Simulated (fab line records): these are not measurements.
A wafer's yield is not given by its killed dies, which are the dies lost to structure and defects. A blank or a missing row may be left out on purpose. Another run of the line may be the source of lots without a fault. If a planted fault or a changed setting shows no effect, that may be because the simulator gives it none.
Which of the tools did it? || flow berkeley_cmos170 || 14 lots, 42 wafers sampled, at 3 steps of a route of 331

## WHAT THE GAUGES SHOWED, per wafer
UCB170_PSD_OVL_MEAS_07. Usual: PSD_OVL typically reads 0 nm, with standard deviation 5.9.
{"lot": "L455", "measured": "day 6 10:37", "on": "overlay-01", "PSD_OVL (nm)": "-1 7 3", "flag": ""}
{"lot": "L454", "measured": "day 6 10:49", "on": "overlay-02", "PSD_OVL (nm)": "-6 -8 -5", "flag": ""}
{"lot": "L457", "measured": "day 7 03:20", "on": "overlay-02", "PSD_OVL (nm)": "1 0 -5", "flag": ""}
{"lot": "L459", "measured": "day 7 16:46", "on": "overlay-01", "PSD_OVL (nm)": "-2 -3 0", "flag": ""}
{"lot": "L463", "measured": "day 8 13:06", "on": "overlay-02", "PSD_OVL (nm)": "-4 1 -8", "flag": ""}
{"lot": "L464", "measured": "day 9 05:20", "on": "overlay-02", "PSD_OVL (nm)": "3 -1 5", "flag": ""}
{"lot": "L468", "measured": "day 9 23:53", "on": "overlay-02", "PSD_OVL (nm)": "-3 2 3", "flag": ""}
{"lot": "L471", "measured": "day 10 00:37", "on": "overlay-02", "PSD_OVL (nm)": "-1 1 5", "flag": ""}
{"lot": "L472", "measured": "day 10 16:00", "on": "overlay-01", "PSD_OVL (nm)": "0 9 9", "flag": ""}
{"lot": "L474", "measured": "day 10 20:39", "on": "overlay-02", "PSD_OVL (nm)": "-2 -5 9", "flag": ""}
{"lot": "L473", "measured": "day 10 20:52", "on": "overlay-01", "PSD_OVL (nm)": "6 9 5", "flag": ""}
{"lot": "L477", "measured": "day 11 04:33", "on": "overlay-01", "PSD_OVL (nm)": "-9 -2 -1", "flag": ""}
{"lot": "L475", "measured": "day 11 04:16", "on": "overlay-01", "PSD_OVL (nm)": "6 0 6", "flag": ""}
{"lot": "L476", "measured": "day 11 04:26", "on": "overlay-02", "PSD_OVL (nm)": "4 -1 -3", "flag": ""}

UCB170_SDANNEAL_RS_MEAS_04: measurement is done with a four-point probe. Usual: PLDD_RS typically reads 1031.1 ohm/sq, with standard deviation 2.7.
{"lot": "L455", "measured": "day 6 14:40", "on": "film_metro-04", "PLDD_RS (ohm/sq)": "1028.6 1029.1 1030.1", "flag": ""}
{"lot": "L454", "measured": "day 6 14:40", "on": "film_metro-02", "PLDD_RS (ohm/sq)": "1034.0 1033.8 1031.2", "flag": ""}
{"lot": "L457", "measured": "day 7 06:58", "on": "film_metro-01", "PLDD_RS (ohm/sq)": "1026.4 1028.3 1024.6", "flag": ""}
{"lot": "L459", "measured": "day 7 20:58", "on": "film_metro-01", "PLDD_RS (ohm/sq)": "1031.5 1031.3 1030.6", "flag": ""}
{"lot": "L463", "measured": "day 8 20:24", "on": "film_metro-01", "PLDD_RS (ohm/sq)": "1028.6 1031.6 1033.5", "flag": ""}
{"lot": "L464", "measured": "day 9 13:33", "on": "film_metro-02", "PLDD_RS (ohm/sq)": "1027.5 1028.2 1031.6", "flag": ""}
{"lot": "L468", "measured": "day 10 03:47", "on": "film_metro-01", "PLDD_RS (ohm/sq)": "1033.2 1032.8 1034.0", "flag": ""}
{"lot": "L471", "measured": "day 10 05:43", "on": "film_metro-02", "PLDD_RS (ohm/sq)": "1028.1 1025.0 1023.2", "flag": ""}
{"lot": "L472", "measured": "day 10 20:04", "on": "film_metro-01", "PLDD_RS (ohm/sq)": "1035.4 1030.9 1032.6", "flag": ""}
{"lot": "L474", "measured": "day 11 00:55", "on": "film_metro-01", "PLDD_RS (ohm/sq)": "1032.5 1033.1 1034.7", "flag": ""}
{"lot": "L473", "measured": "day 11 01:16", "on": "film_metro-04", "PLDD_RS (ohm/sq)": "1033.2 1030.2 1034.2", "flag": ""}
{"lot": "L477", "measured": "day 11 09:19", "on": "film_metro-01", "PLDD_RS (ohm/sq)": "1026.8 1032.0 1030.1", "flag": ""}
{"lot": "L475", "measured": "day 11 09:22", "on": "film_metro-04", "PLDD_RS (ohm/sq)": "1028.6 1030.2 1031.4", "flag": ""}
{"lot": "L476", "measured": "day 11 08:22", "on": "film_metro-02", "PLDD_RS (ohm/sq)": "1030.7 1029.6 1031.8", "flag": ""}

## WHAT TOOL EACH LOT RAN ON (gives the tool, then ch and the chambers of the sampled wafers, and finally the start)
{"lot": "L455", "UCB170_NLDD_STRIP_10": "plasma_asher-03 ch 0,1, day 6 03:41"}
{"lot": "L454", "UCB170_NLDD_STRIP_10": "plasma_asher-02 ch 0,1, day 6 03:55"}
{"lot": "L457", "UCB170_NLDD_STRIP_10": "plasma_asher-03 ch 0, day 6 17:35"}
{"lot": "L459", "UCB170_NLDD_STRIP_10": "plasma_asher-02 ch 0,1, day 7 08:07"}
{"lot": "L463", "UCB170_NLDD_STRIP_10": "plasma_asher-02 ch 0,1, day 8 06:34"}
{"lot": "L464", "UCB170_NLDD_STRIP_10": "plasma_asher-02 ch 0,1, day 8 23:55"}
{"lot": "L468", "UCB170_NLDD_STRIP_10": "plasma_asher-01 ch 1, day 9 19:14"}
{"lot": "L471", "UCB170_NLDD_STRIP_10": "plasma_asher-01 ch 0,1, day 9 20:58"}
{"lot": "L472", "UCB170_NLDD_STRIP_10": "plasma_asher-01 ch 0,1, day 10 09:51"}
{"lot": "L474", "UCB170_NLDD_STRIP_10": "plasma_asher-01 ch 1, day 10 14:16"}
{"lot": "L473", "UCB170_NLDD_STRIP_10": "plasma_asher-01 ch 0,1, day 10 15:08"}
{"lot": "L477", "UCB170_NLDD_STRIP_10": "plasma_asher-02 ch 0,1, day 10 22:48"}
{"lot": "L475", "UCB170_NLDD_STRIP_10": "plasma_asher-02 ch 0,1, day 10 23:48"}
{"lot": "L476", "UCB170_NLDD_STRIP_10": "plasma_asher-03 ch 0,1, day 11 00:07"}
- UCB170_NLDD_STRIP_10: strips in O2.

## AS READ BY THE TOOLS THEMSELVES (means over the sampled wafers that have a number; for cases with no such wafer, the mark the record gives instead)
UCB170_NLDD_STRIP_10. Usual: drypump_motor_current_A 5.88 A, standard deviation 0.29; oes_product_au 0.735 a.u., standard deviation 0.0045; strip_time_to_endpoint_s 21.61 s, standard deviation 0.067.
{"lot": "L455", "tool": "plasma_asher-03", "drypump_motor_current_A (A)": 6.12, "oes_product_au (a.u.)": 0.734, "strip_time_to_endpoint_s (s)": 21.65, "flag": ""}
{"lot": "L454", "tool": "plasma_asher-02", "drypump_motor_current_A (A)": 5.80, "oes_product_au (a.u.)": 0.737, "strip_time_to_endpoint_s (s)": 21.64, "flag": ""}
{"lot": "L457", "tool": "plasma_asher-03", "drypump_motor_current_A (A)": 5.61, "oes_product_au (a.u.)": 0.737, "strip_time_to_endpoint_s (s)": 21.63, "flag": ""}
{"lot": "L459", "tool": "plasma_asher-02", "drypump_motor_current_A (A)": 5.80, "oes_product_au (a.u.)": 0.740, "strip_time_to_endpoint_s (s)": 21.50, "flag": ""}
{"lot": "L463", "tool": "plasma_asher-02", "drypump_motor_current_A (A)": 5.80, "oes_product_au (a.u.)": 0.738, "strip_time_to_endpoint_s (s)": 21.63, "flag": ""}
{"lot": "L464", "tool": "plasma_asher-02", "drypump_motor_current_A (A)": 5.80, "oes_product_au (a.u.)": 0.735, "strip_time_to_endpoint_s (s)": 21.75, "flag": ""}
{"lot": "L468", "tool": "plasma_asher-01", "drypump_motor_current_A (A)": 6.31, "oes_product_au (a.u.)": 0.737, "strip_time_to_endpoint_s (s)": 21.66, "flag": ""}
{"lot": "L471", "tool": "plasma_asher-01", "drypump_motor_current_A (A)": 5.79, "oes_product_au (a.u.)": 0.735, "strip_time_to_endpoint_s (s)": 21.57, "flag": ""}
{"lot": "L472", "tool": "plasma_asher-01", "drypump_motor_current_A (A)": 6.03, "oes_product_au (a.u.)": 0.735, "strip_time_to_endpoint_s (s)": 21.63, "flag": ""}
{"lot": "L474", "tool": "plasma_asher-01", "drypump_motor_current_A (A)": 6.31, "oes_product_au (a.u.)": 0.733, "strip_time_to_endpoint_s (s)": 21.58, "flag": ""}
{"lot": "L473", "tool": "plasma_asher-01", "drypump_motor_current_A (A)": 6.06, "oes_product_au (a.u.)": 0.731, "strip_time_to_endpoint_s (s)": 21.55, "flag": ""}
{"lot": "L477", "tool": "plasma_asher-02", "drypump_motor_current_A (A)": 5.79, "oes_product_au (a.u.)": 0.736, "strip_time_to_endpoint_s (s)": 21.76, "flag": ""}
{"lot": "L475", "tool": "plasma_asher-02", "drypump_motor_current_A (A)": 5.81, "oes_product_au (a.u.)": 0.731, "strip_time_to_endpoint_s (s)": 21.65, "flag": ""}
{"lot": "L476", "tool": "plasma_asher-03", "drypump_motor_current_A (A)": 5.88, "oes_product_au (a.u.)": 0.732, "strip_time_to_endpoint_s (s)": 21.53, "flag": ""}

## THE ANSWER, worked out from the rows above alone
Rule: a lot is off if the mean of its wafers that have a number lies more than 3 standard deviations from the usual mean. Also off: a lot with no number at a reading for which 4 or more lots have one. The other lots that the step has rows for count as sound. Order of review: gauges by route order, followed by the tools' own readings, for which a lot's mean as printed above is used. The first step at which some lot is off is used, and at that step the reading that is off furthest; a lot without a number counts as furthest.
No lot is off on any of the readings shown, so nothing can be concluded from this.

## WHAT THE SIMULATOR PUT IN
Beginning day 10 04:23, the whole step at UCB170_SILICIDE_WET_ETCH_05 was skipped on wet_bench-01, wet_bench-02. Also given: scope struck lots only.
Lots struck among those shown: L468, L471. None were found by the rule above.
